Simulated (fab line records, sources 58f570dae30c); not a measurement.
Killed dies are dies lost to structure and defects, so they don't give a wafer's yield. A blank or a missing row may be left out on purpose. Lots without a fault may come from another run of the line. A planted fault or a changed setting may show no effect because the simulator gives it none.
Which tool did it? | flow berkeley_cmos170 | 7 lots, 21 wafers sampled, at 2 steps of a route of 331

WHAT THE GAUGES READ, wafer by wafer
UCB170_M1_OVL_MEAS_10.
lot  | measured     | on         | M1_OVL (nm)
L131 | day 7 14:59  | overlay-02 | -10 -7 -3
L134 | day 7 15:59  | overlay-01 | 6 0 3
L138 | day 8 11:52  | overlay-01 | 0 -5 3
L141 | day 9 14:14  | overlay-01 | 1 1 -6
L142 | day 9 20:50  | overlay-01 | 6 -3 -2
L152 | day 11 05:53 | overlay-02 | 2 5 7
L153 | day 11 10:19 | overlay-01 | 0 2 -2

WHICH TOOL RAN EACH LOT (tool, then ch and the chambers of the sampled wafers, then the start)
lot  | UCB170_CONTACT_STRIP_06
L131 | plasma_asher-03 ch 0,1, day 7 11:21
L134 | plasma_asher-02 ch 0,1, day 7 12:41
L138 | plasma_asher-02 ch 0,1, day 8 08:23
L141 | plasma_asher-01 ch 0,1, day 9 08:23
L142 | plasma_asher-03 ch 0,1, day 9 16:07
L152 | plasma_asher-03 ch 0,1, day 11 02:31
L153 | plasma_asher-02 ch 0,1, day 11 06:52
- UCB170_CONTACT_STRIP_06: strips in O2.

THE ANSWER, worked out from the rows above alone
Rule: what is usual is taken from the lots themselves. Put in order of their means at a reading, lots are off if they are a third of the lots or fewer, leave a main group of 4 or more, and stand apart from it by a gap of 3 or more times the standard deviation of the main group's means; of several such gaps the widest counts. A main group whose means are all the same, to the digits that the tables above print for the reading, isn't used. A lot without any number at a reading at which 4 lots or more have one is off too. The other lots that the step has rows for count as sound.
No lot is off at any reading shown: from this, nothing can be told.

WHAT THE SIMULATOR HAD PUT IN
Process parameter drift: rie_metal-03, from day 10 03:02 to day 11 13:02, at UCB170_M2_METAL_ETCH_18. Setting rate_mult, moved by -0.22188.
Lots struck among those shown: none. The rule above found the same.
